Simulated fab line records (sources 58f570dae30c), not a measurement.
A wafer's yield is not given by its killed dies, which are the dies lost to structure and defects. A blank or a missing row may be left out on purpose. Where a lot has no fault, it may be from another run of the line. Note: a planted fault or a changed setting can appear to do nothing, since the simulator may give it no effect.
Which tool is to blame?	flow berkeley cmos170	14 lots with 42 wafers sampled at 5 steps, on a route of 331 steps

WHAT EACH GAUGE READ, for each wafer
UCB170_CONTACT_CD_MEAS_90: target cd 700 nm.
lot	measured	on	cd nm (nm)
L315	day 7 08:47	cd sem-02	700.3 698.3 698.4
L318	day 7 21:34	cd sem-01	699.6 699.7 699.3
L317	day 7 21:47	cd sem-01	701.2 701.3 700.2
L316	day 7 23:42	cd sem-02	698.7 699.1 699.5
L319	day 8 04:22	cd sem-02	701.1 702.7 699.7
L320	day 8 04:50	cd sem-01	700.3 699.9 699.9
L326	day 9 07:37	cd sem-02	700.7 699.6 699.6
L327	day 9 16:34	cd sem-01	701.8 699.8 700.0
L330	day 10 14:59	cd sem-01	701.9 700.9 700.2
L334	day 10 22:55	cd sem-01	700.5 700.3 699.1
L332	day 10 23:00	cd sem-02	698.9 696.9 698.9
L335	day 11 12:52	cd sem-02	697.8 698.4 697.8
L337	day 11 21:40	cd sem-02	701.7 701.7 701.2
L338	day 12 03:29	cd sem-01	700.9 700.0 700.4

UCB170_M2_CD_MEAS_15: target cd 700 nm.
lot	measured	on	cd nm (nm)
L315	day 7 19:27	cd sem-01	700.9 700.3 699.8
L318	day 8 07:35	cd sem-01	700.3 699.5 701.5
L317	day 8 07:47	cd sem-02	701.3 700.8 701.0
L316	day 8 11:26	cd sem-01	698.9 697.0 700.5
L319	day 8 17:05	cd sem-01	701.2 701.1 700.4
L320	day 8 17:41	cd sem-02	700.5 702.0 700.8
L326	day 9 19:38	cd sem-01	702.0 702.2 702.6
L327	day 10 07:38	cd sem-01	701.6 701.0 700.2
L330	day 11 01:51	cd sem-02	700.2 699.6 699.8
L334	day 11 09:18	cd sem-01	701.2 701.4 701.1
L332	day 11 09:31	cd sem-02	700.7 700.6 700.7
L335	day 12 00:27	cd sem-02	698.4 698.6 699.1
L337	day 12 08:49	cd sem-01	699.1 699.6 699.2
L338	day 12 17:18	cd sem-02	697.0 696.5 697.5

WHAT TOOL EACH LOT RAN ON (gives the tool, then ch and the chambers of the sampled wafers, and finally the start)
lot	UCB170_V1_ETCH_14	UCB170_V1_STRIP_15	UCB170_M2_STRIP_07
L315	rie diel-03 ch 0,2, day 7 16:26	plasma asher-04 ch 0,1, day 7 16:37	plasma asher-01 ch 0,1, day 7 17:37
L318	rie diel-01 ch 0,3, day 8 05:01	plasma asher-01 ch 0,1, day 8 05:14	plasma asher-01 ch 0,1, day 8 06:14
L317	rie diel-03 ch 0,1, day 8 05:16	plasma asher-03 ch 0, day 8 05:26	plasma asher-02 ch 0, day 8 06:26
L316	rie diel-03 ch 2,3, day 8 08:04	plasma asher-03 ch 0,1, day 8 08:16	plasma asher-04 ch 0,1, day 8 09:16
L319	rie diel-01 ch 1,2, day 8 14:22	plasma asher-04 ch 0,1, day 8 14:35	plasma asher-01 ch 0,1, day 8 15:37
L320	rie diel-02 ch 0,3, day 8 14:25	plasma asher-03 ch 0,1, day 8 14:35	plasma asher-04 ch 0,1, day 8 15:49
L326	rie diel-01 ch 2,3, day 9 17:08	plasma asher-04 ch 0,1, day 9 17:21	plasma asher-04 ch 0,1, day 9 18:21
L327	rie diel-01 ch 0,3, day 10 04:25	plasma asher-04 ch 0,1, day 10 04:38	plasma asher-01 ch 0,1, day 10 05:58
L330	rie diel-01 ch 0,1,2, day 10 22:58	plasma asher-03 ch 0,1, day 10 23:11	plasma asher-02 ch 0,1, day 11 00:31
L334	rie diel-03 ch 0,1,3, day 11 06:16	plasma asher-01 ch 0,1, day 11 06:26	plasma asher-01 ch 0,1, day 11 07:43
L332	rie diel-02 ch 0,1,2, day 11 06:32	plasma asher-01 ch 0,1, day 11 06:45	plasma asher-02 ch 0,1, day 11 08:02
L335	rie diel-02 ch 0,1,2, day 11 22:11	plasma asher-03 ch 0,1, day 11 22:19	plasma asher-01 ch 0,1, day 11 23:19
L337	rie diel-02 ch 0,2,3, day 12 06:20	plasma asher-04 ch 0,1, day 12 06:31	plasma asher-01 ch 0,1, day 12 07:31
L338	rie diel-02 ch 0,1,2, day 12 14:53	plasma asher-01 ch 0,1, day 12 15:04	plasma asher-01 ch 0,1, day 12 16:07
- UCB170_V1_ETCH_14: etches SiO2 in CHF3/CF4/Ar, stops on Al, target depth 1250 nm, time 291 s.
- UCB170_V1_STRIP_15: strips in O2.
- UCB170_M2_STRIP_07: strips in O2.

AS READ BY THE TOOLS THEMSELVES (means over the sampled wafers that have a number; for cases with no such wafer, the mark the record gives instead)
UCB170_V1_ETCH_14.
lot	tool	drypump motor current A (A)	oes product au (a.u.)	run length s (s)	throttle valve pct (%)
L315	rie diel-03	5.5	0.884	318.8	6.92
L318	rie diel-01	5.5	0.874	319.4	7.01
L317	rie diel-03	5.8	0.871	318.9	6.94
L316	rie diel-03	5.2	0.879	319.0	6.95
L319	rie diel-01	5.7	0.869	319.5	6.94
L320	rie diel-02	5.4	0.876	319.7	6.91
L326	rie diel-01	4.9	0.870	319.5	6.95
L327	rie diel-01	5.5	0.997	267.3	7.02
L330	rie diel-01	5.6	1.006	267.5	6.99
L334	rie diel-03	5.6	0.880	319.1	7.02
L332	rie diel-02	5.7	0.875	319.5	6.83
L335	rie diel-02	5.7	0.875	319.4	6.82
L337	rie diel-02	5.6	0.882	319.7	6.93
L338	rie diel-02	5.6	0.871	319.3	6.83

UCB170_V1_STRIP_15.
lot	tool	drypump motor current A (A)	oes product au (a.u.)	strip time to endpoint s (s)
L315	plasma asher-04	5.50	0.720	15.33
L318	plasma asher-01	5.50	0.719	15.47
L317	plasma asher-03	5.68	0.719	15.29
L316	plasma asher-03	5.85	0.723	15.41
L319	plasma asher-04	5.43	0.723	15.32
L320	plasma asher-03	5.86	0.722	15.16
L326	plasma asher-04	5.42	0.724	15.42
L327	plasma asher-04	5.41	0.722	16.56
L330	plasma asher-03	6.02	0.723	16.56
L334	plasma asher-01	5.51	0.722	15.23
L332	plasma asher-01	5.49	0.724	15.31
L335	plasma asher-03	6.04	0.731	15.22
L337	plasma asher-04	5.44	0.725	15.37
L338	plasma asher-01	5.45	0.720	15.37

UCB170_M2_STRIP_07.
lot	tool	drypump motor current A (A)	oes product au (a.u.)	strip time to endpoint s (s)
L315	plasma asher-01	5.49	0.731	21.93
L318	plasma asher-01	5.48	0.735	22.07
L317	plasma asher-02	5.61	0.735	21.91
L316	plasma asher-04	5.41	0.731	21.94
L319	plasma asher-01	5.49	0.733	21.99
L320	plasma asher-04	5.49	0.739	22.03
L326	plasma asher-04	5.42	0.733	22.08
L327	plasma asher-01	5.50	0.740	21.98
L330	plasma asher-02	5.51	0.740	21.94
L334	plasma asher-01	5.45	0.733	22.10
L332	plasma asher-02	5.52	0.733	22.04
L335	plasma asher-01	5.46	0.729	21.98
L337	plasma asher-01	5.50	0.732	21.95
L338	plasma asher-01	5.46	0.735	22.07

THE ANSWER, worked out from the rows above alone
Rule: the usual values come from the lots themselves. Put in order of their means at a reading, lots are off if they are a third of the lots or fewer, leave a main group of 4 or more, and stand apart from it by a gap of 3 or more times the standard deviation of the main group's means; of several such gaps the widest counts. The tables above print the reading to a certain number of digits; a main group whose means all agree to those digits is not used. Also off: a lot with no number at a reading for which 4 or more lots have one. Any other lot the step has rows for is counted as sound. The gauges are gone through in route order, then the tools' own readings, and for those a lot's mean is taken as printed above. The first step at which some lot is off is used, and at that step the reading that is off furthest; a lot without a number counts as furthest.
Off, at UCB170_V1_ETCH_14 on run length s: L327, L330. Main group: mean 319.3 s, sd 0.29.
A tool fits if, at that step or a process step before it, it ran every lot that is off, and no sound lot after the first of them. One candidate fits, namely rie diel-01 at UCB170_V1_ETCH_14. Its last sound lot is L326 (day 9 17:08), its first lot that is off L327 (day 10 04:25): a fault that began between those two fits.
The tool's own readings at UCB170_V1_ETCH_14 bear it out: on the lots that are off they differ by more than 5 times the standard deviation of the sound lots' means. oes product au reads 1.002 a.u. there against 0.875 a.u. on the sound lots; run length s reads 267.4 s there against 319.3 s on the sound lots.

WHAT THE SIMULATOR HAD PUT IN
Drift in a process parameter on rie diel-01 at UCB170_V1_ETCH_14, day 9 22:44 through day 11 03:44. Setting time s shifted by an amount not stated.
Shown lots that were struck: L327, L330. The same result came from the rule above.
